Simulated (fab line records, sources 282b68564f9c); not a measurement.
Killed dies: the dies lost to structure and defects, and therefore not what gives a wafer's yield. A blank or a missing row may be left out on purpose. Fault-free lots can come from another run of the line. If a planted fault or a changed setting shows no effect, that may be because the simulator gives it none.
Which tool was responsible? :: flow ritCmos :: 7 lots with 21 wafers sampled at 2 steps, on a route of 202 steps

== WHAT EACH GAUGE READ, for each wafer ==
RIT_REOX_THK_MEAS_04.
lot: L721
measured: day 2 23:13
on: filmMetro-04
REOX_OXIDE_THK (nm): 25.9 26.2 26.2

lot: L723
measured: day 3 10:01
on: filmMetro-02
REOX_OXIDE_THK (nm): 25.3 25.2 25.1

lot: L725
measured: day 3 22:21
on: filmMetro-04
REOX_OXIDE_THK (nm): 25.3 25.3 25.2

lot: L727
measured: day 4 09:31
on: filmMetro-01
REOX_OXIDE_THK (nm): 26.1 25.8 26.1

lot: L729
measured: day 4 22:46
on: filmMetro-02
REOX_OXIDE_THK (nm): 40.1 39.8 40.0

lot: L741
measured: day 7 06:41
on: filmMetro-01
REOX_OXIDE_THK (nm): 25.3 25.1 25.3

lot: L743
measured: day 8 02:52
on: filmMetro-02
REOX_OXIDE_THK (nm): 25.2 24.9 25.5

== EACH LOT AND THE TOOL THAT RAN IT (in order: tool; ch and the chambers of the sampled wafers; start) ==
lot: L721
RIT_REOX_OXIDATION_03: furnace-01 ch 0, day 2 20:40

lot: L723
RIT_REOX_OXIDATION_03: furnace-03 ch 0, day 3 07:28

lot: L725
RIT_REOX_OXIDATION_03: furnace-04 ch 0, day 3 19:46

lot: L727
RIT_REOX_OXIDATION_03: furnace-04 ch 0, day 4 06:58

lot: L729
RIT_REOX_OXIDATION_03: furnace-01 ch 0, day 4 17:18

lot: L741
RIT_REOX_OXIDATION_03: furnace-03 ch 0, day 7 04:08

lot: L743
RIT_REOX_OXIDATION_03: furnace-03 ch 0, day 8 00:19
- RIT_REOX_OXIDATION_03: target thk 25.2 nm, ox time 5580 s.

== THE ANSWER, worked out from the rows above alone ==
Rule: usual is defined by the lots themselves. The widest of any qualifying gaps counts: lots, ordered by their means at a reading, are off when they make up no more than a third of the lots, leave a main group of 4 or more, and stand apart from it by 3 or more times the standard deviation of that group's means. The tables above print the reading to a certain number of digits; a main group whose means all agree to those digits is not used. Also off: a lot with no number at a reading for which 4 or more lots have one. All remaining lots with rows at the step are treated as sound.
Off: L729, seen at RIT_REOX_THK_MEAS_04 (REOX_OXIDE_THK). Mean 25.5 nm and standard deviation 0.39 in the main group.
A tool fits if, at a process step before that reading, it ran every lot that is off, and no sound lot after the first of them. Those tools and the gauges at RIT_REOX_THK_MEAS_04 are tried in the same way. One fits: RIT_REOX_OXIDATION_03 on furnace-01. A fault onset in the window from L721 (day 2 20:40, its last sound lot) to L729 (day 4 17:18, its first lot off) fits.

== WHAT THE SIMULATOR HAD INSERTED ==
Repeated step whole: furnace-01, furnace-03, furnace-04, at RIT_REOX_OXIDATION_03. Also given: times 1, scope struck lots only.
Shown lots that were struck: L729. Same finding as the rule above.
